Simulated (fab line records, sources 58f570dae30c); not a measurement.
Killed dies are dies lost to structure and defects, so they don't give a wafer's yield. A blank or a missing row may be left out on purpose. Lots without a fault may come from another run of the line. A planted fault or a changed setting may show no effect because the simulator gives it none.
Problem report in the 8D (eight disciplines) form, filled by code | flow berkeley_cmos170 | the parts of the form that need people (team, actions taken, sign-off) are left out

1. THE PROBLEM
spin_speed_rpm at UCB170_M2_COAT_10 reads a mean of 1699.7 rpm on 6 wafers of 2 lots; wafers without a fault read 1499.9 rpm with a standard deviation of 1. That is +99 or more standard deviations from the usual mean.
The step: resist thk 900 nm.
First seen on wafer L188.1, day 8 19:00, on litho_track-01. The record holds 42 wafers of 14 lots with a number at this step. Rule for "out", or "out of limits": more than 4 standard deviations from the usual mean. The other wafers with a number count as sound.

2. WHAT IT IS AND WHAT IT IS NOT
question                    | is                     | is not
which readings at this step | spin_speed_rpm         | exhaust_pa
which lots                  | L185, L188             | L181, L182, L184, L192, L194, L195, L196, L197, L198, L200, L202, L204
which wafers of those lots  | all that have a number | -
read on which tools         | litho_track-01         | litho_track-02, litho_track-03
when                        | from day 8 19:00       | up to then (9 sound wafers); but 27 sound wafers of L192, L194, L195, L196, L197, L198, L200, L202, L204 came after

3. SUSPECTS, AND WHAT RULES EACH OUT
Counting: a tool at a process step up to the reading stays a suspect if it ran every lot that is out and no sound lot after the first of them.
- litho_track-01 at UCB170_M2_COAT_10 (resist thk 900 nm): kept. It ran every lot that is out, first L188 (day 8 19:00), and no sound lot after that; its last sound lot up to then is L182 (day 7 17:00). Its own readings are out on those wafers: spin_speed_rpm.
Left after counting: litho_track-01 at UCB170_M2_COAT_10.

4. THE CAUSE (what the simulator had put in)
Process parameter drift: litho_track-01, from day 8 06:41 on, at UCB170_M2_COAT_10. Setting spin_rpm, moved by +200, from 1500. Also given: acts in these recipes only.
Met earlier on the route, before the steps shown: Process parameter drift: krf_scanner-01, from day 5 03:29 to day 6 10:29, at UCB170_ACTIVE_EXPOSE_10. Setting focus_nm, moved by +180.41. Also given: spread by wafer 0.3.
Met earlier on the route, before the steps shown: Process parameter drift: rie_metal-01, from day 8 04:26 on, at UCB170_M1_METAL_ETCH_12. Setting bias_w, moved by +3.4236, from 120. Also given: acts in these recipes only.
Counting left only this tool.

5. THE CHAIN OF EFFECTS, in route order
Each row: a reading whose mean over the struck wafers that have a number lies more than 3 standard deviations from the usual. Only readings for which the record gives a usual standard deviation are gone through. hours: the time from each lot's start at the first step in this table that gives one to its start at this step, as a median over the lots. sigmas: the change in usual standard deviations.
hours | step               | reading        | usual      | on struck wafers | change | sigmas
0     | UCB170_M2_COAT_10  | spin_speed_rpm | 1499.9 rpm | 1699.7           | +199.8 | +99 or more
2     | UCB170_M2_STRIP_19 | oes_product_au | 0.540 a.u. | 0.460            | -0.081 | -3.4
The process steps in it:
- UCB170_M2_COAT_10: resist thk 900 nm.
- UCB170_M2_STRIP_19: strips in O2.

6. WHAT WOULD HAVE CAUGHT IT SOONER
In this record the first reading out of limits was taken at day 8 19:00, 12 hours after the fault began at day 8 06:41.
